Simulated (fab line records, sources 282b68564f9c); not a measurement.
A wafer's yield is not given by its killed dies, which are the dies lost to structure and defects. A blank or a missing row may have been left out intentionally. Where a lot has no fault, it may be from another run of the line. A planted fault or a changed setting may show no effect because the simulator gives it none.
Which tool is to blame? ; flow rit-cmos ; Sampling: 15 lots, 45 wafers, 2 of 202 route steps

WHAT THE GAUGES READ, wafer by wafer
RIT_SDANNEAL_RS_MEAS_04: the measuring method here is four-point-probe. Usual: PSD_RS gives 116.08 ohm/sq (standard deviation 0.29).
lot;measured;on;PSD_RS (ohm/sq);flag
L701;day 3 02:25;film-metro-01;115.51 115.71 115.79;
L702;day 3 06:40;film-metro-02;115.91 115.92 115.83;
L704;day 3 16:20;film-metro-02;116.06 115.80 115.69;
L705;day 3 22:45;film-metro-04;115.89 116.13 116.01;
L706;day 4 03:13;film-metro-04;116.57 116.55 116.18;
L707;day 4 07:44;film-metro-02;116.59 116.37 116.44;
L711;day 5 02:55;film-metro-02;120.63 120.47 120.48;OFF
L712;day 5 08:28;film-metro-04;120.69 121.07 120.86;OFF
L714;day 5 18:15;film-metro-02;120.05 120.13 120.48;OFF
L716;day 6 04:42;film-metro-04;115.65 115.68 115.95;
L717;day 6 10:16;film-metro-04;115.98 116.04 116.24;
L718;day 6 15:25;film-metro-04;116.15 115.72 115.76;
L719;day 6 20:34;film-metro-01;116.16 115.82 115.68;
L720;day 7 00:07;film-metro-04;116.06 116.17 116.10;
L723;day 7 15:40;film-metro-01;116.57 116.46 116.70;

EACH LOT AND THE TOOL THAT RAN IT (in order: tool; ch and the chambers of the sampled wafers; start)
lot;RIT_PSD_IMPLANT_08
L701;implanter-01 ch 0, day 3 01:36
L702;implanter-03 ch 0, day 3 05:50
L704;implanter-03 ch 0, day 3 15:31
L705;implanter-03 ch 0, day 3 21:57
L706;implanter-03 ch 0, day 4 02:24
L707;implanter-02 ch 0, day 4 06:55
L711;implanter-02 ch 0, day 5 02:02
L712;implanter-02 ch 0, day 5 07:40
L714;implanter-02 ch 0, day 5 17:26
L716;implanter-03 ch 0, day 6 03:53
L717;implanter-01 ch 0, day 6 09:27
L718;implanter-01 ch 0, day 6 14:37
L719;implanter-01 ch 0, day 6 19:46
L720;implanter-03 ch 0, day 6 23:19
L723;implanter-03 ch 0, day 7 14:52
- RIT_PSD_IMPLANT_08

AS READ BY THE TOOLS THEMSELVES (means over the sampled wafers that have a number; for cases with no such wafer, the mark the record gives instead)
RIT_PSD_IMPLANT_08. Usual: beam-energy-keV 27.001, standard deviation 0.0086; dose-ions-cm2 5e+15, standard deviation 4.9e+12.
lot;tool;beam-energy-keV;dose-ions-cm2;flag
L701;implanter-01;26.999;5e+15;
L702;implanter-03;27.013;5e+15;
L704;implanter-03;27.006;5e+15;
L705;implanter-03;27.002;5e+15;
L706;implanter-03;26.991;5e+15;
L707;implanter-02;26.988;5e+15;
L711;implanter-02;25.120;5e+15;OFF
L712;implanter-02;25.121;5e+15;OFF
L714;implanter-02;25.110;5e+15;OFF
L716;implanter-03;26.995;5e+15;
L717;implanter-01;26.993;5e+15;
L718;implanter-01;27.003;5e+15;
L719;implanter-01;26.995;5e+15;
L720;implanter-03;26.995;5e+15;
L723;implanter-03;27.006;5e+15;

THE ANSWER, worked out from the rows above alone
Rule: lot off if the mean of its wafers having a number is beyond 3 standard deviations from the usual mean. Also off: a lot with no number at a reading for which 4 or more lots have one. The other lots that the step has rows for count as sound. First the gauges in route order, then the tools' own readings, where a lot's mean is used as printed above. The first step at which some lot is off is used, and at that step the reading that is off furthest; a lot without a number counts as furthest.
Off: L711, L712, L714, seen at RIT_SDANNEAL_RS_MEAS_04 (PSD_RS).
A tool fits if, at a process step before that reading, it ran every lot that is off, and no sound lot after the first of them. The gauges at RIT_SDANNEAL_RS_MEAS_04 aren't tried: what is off there is off at RIT_PSD_IMPLANT_08 too, on other tools, and a gauge's error can't cause that. One fits: implanter-02 at RIT_PSD_IMPLANT_08. A fault onset in the window from L707 (day 4 06:55, its last sound lot) to L711 (day 5 02:02, its first lot off) fits.
On the lots that are off, the tool's own readings at RIT_PSD_IMPLANT_08 differ by more than 5 times the standard deviation of the sound lots' means, which bears it out; beam-energy-keV reads 25.117 there versus 26.999 on the sound lots.

WHAT THE SIMULATOR HAD PUT IN
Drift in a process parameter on implanter-02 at RIT_PSD_IMPLANT_08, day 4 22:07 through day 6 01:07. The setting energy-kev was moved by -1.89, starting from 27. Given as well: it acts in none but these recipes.
Lots struck among those shown: L711, L712, L714. Same finding as the rule above.
